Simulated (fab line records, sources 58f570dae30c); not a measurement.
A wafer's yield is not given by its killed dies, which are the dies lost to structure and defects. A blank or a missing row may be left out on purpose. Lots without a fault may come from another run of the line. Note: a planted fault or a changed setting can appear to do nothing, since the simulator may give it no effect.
Which of the tools did it? + flow berkeleyCmos170 + at 1 step of a route of 331, 7 lots with 21 wafers sampled

== WHAT EACH GAUGE READ, for each wafer ==
UCB170_START_BOW_MEAS_00.
| lot  | measured    | on           | INCOMING_BOW (um) |
|------|-------------|--------------|-------------------|
| L549 | day 1 15:00 | filmMetro-02 | 2 2 4             |
| L551 | day 2 01:00 | filmMetro-01 | -2 -1 16          |
| L553 | day 2 11:01 | filmMetro-01 | -8 -3 -1          |
| L560 | day 3 22:00 | filmMetro-02 | -11 -9 -7         |
| L562 | day 4 08:02 | filmMetro-01 | -3 3 10           |
| L565 | day 4 23:00 | filmMetro-03 | -13 -4 11         |
| L571 | day 6 05:02 | filmMetro-01 | -4 -5 10          |

== WHICH TOOL RAN EACH LOT (tool, then ch and the chambers of the sampled wafers, then the start) ==
There is no process step in the record ahead of these readings.

== THE ANSWER, worked out from the rows above alone ==
Rule: usual is defined by the lots themselves. The widest of any qualifying gaps counts: lots, ordered by their means at a reading, are off when they make up no more than a third of the lots, leave a main group of 4 or more, and stand apart from it by 3 or more times the standard deviation of that group's means. A main group is skipped when, at the precision printed for the reading in the tables above, its means are all equal. A lot without any number at a reading at which 4 lots or more have one is off too. The other lots that the step has rows for count as sound.
Nothing can be told from this: no lot is off at any reading shown.

== WHAT THE SIMULATOR PUT IN ==
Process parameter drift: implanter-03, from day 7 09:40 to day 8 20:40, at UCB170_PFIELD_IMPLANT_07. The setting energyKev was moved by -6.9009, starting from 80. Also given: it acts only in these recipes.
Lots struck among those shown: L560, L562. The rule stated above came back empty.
